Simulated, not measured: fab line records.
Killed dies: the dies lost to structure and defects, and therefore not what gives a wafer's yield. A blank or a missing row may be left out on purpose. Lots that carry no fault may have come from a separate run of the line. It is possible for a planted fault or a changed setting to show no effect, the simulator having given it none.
Split-lot experiment | flow berkeley_cmos170 | route with 331 steps; 5 lots, 13 wafers read

== SPLIT DETAILS ==
At UCB170_NWELL_CVD_04 (deposits Si3N4 from SiH2Cl2/NH3, target thk 224 nm, time 3360 s), the setting time_s was moved away from the recipe's 3360 s on 10 of the 13 wafers read, by -11.9% to -7.5%. All remaining wafers had this setting at the recipe value.

No step appears in the file between the split and the reading.

== THE READING ==
etch.depth_nm (the simulator's own value, which no gauge read), in nm, at UCB170_NWELL_ETCH_13 (etches Si3N4 in CH3F/Ar/O2, stops on SiO2, target depth 246.4 nm, time 154 s). The file gives no usual value for it. Average 227.8 nm, standard deviation 0.75 nm, over the 3 wafers here run with the recipe.

wafer  | tool, chamber at the split | time_s as run, s | against the recipe | etch.depth_nm, nm | against lot-mates on the recipe
L078.1 | -, -                       | 2959             | -11.9%             | 203.5             | no lot-mate on the recipe
L078.2 | -, -                       | 2959             | -11.9%             | 203.5             | no lot-mate on the recipe
L079.2 | lpcvd-02, 0                | 3360             | recipe             | 228.6             | -
L079.3 | lpcvd-02, 0                | 3360             | recipe             | 228               | -
L079.6 | lpcvd-02, 0                | 3360             | recipe             | 226.8             | -
L081.1 | -, -                       | 3077             | -8.4%              | 206.9             | no lot-mate on the recipe
L081.6 | -, -                       | 3077             | -8.4%              | 207.1             | no lot-mate on the recipe
L084.1 | -, -                       | 3108             | -7.5%              | 205.2             | no lot-mate on the recipe
L084.2 | -, -                       | 3108             | -7.5%              | 204.9             | no lot-mate on the recipe
L084.4 | -, -                       | 3108             | -7.5%              | 207.1             | no lot-mate on the recipe
L085.1 | -, -                       | 3067             | -8.7%              | 203.2             | no lot-mate on the recipe
L085.3 | -, -                       | 3067             | -8.7%              | 205               | no lot-mate on the recipe
L085.6 | -, -                       | 3067             | -8.7%              | 206.6             | no lot-mate on the recipe

THE FIT
A straight line over all 13 wafers: etch.depth_nm changes by +2.29 nm for each +1% of time_s; r = +0.96; the points scatter about the line by 3 nm.
Too few moved wafers have a lot-mate on the recipe to fit a line with each lot's own level taken away.

== THE WHOLE CHAIN: every reading that the file lists as answering this split, in the file's order ==
step                 | what it does                                                                 | reading                                                                       | change (the file's fit)              | r (the file's)
UCB170_NWELL_CVD_04  | deposits Si3N4 from SiH2Cl2/NH3, target thk 224 nm, time 3360 s              | Si3N4_of_NWELL_CVD_04.thk_nm (the simulator's own value, which no gauge read) | +2.13 nm for each +1% of the setting | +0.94
UCB170_NWELL_ETCH_13 | etches Si3N4 in CH3F/Ar/O2, stops on SiO2, target depth 246.4 nm, time 154 s | etch.depth_nm (the simulator's own value, which no gauge read)                | +2.29 nm for each +1% of the setting | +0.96

== THE FILE'S OWN FIT ==
etch.depth_nm changes by +2.29 nm for each +1% of time_s, r = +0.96.
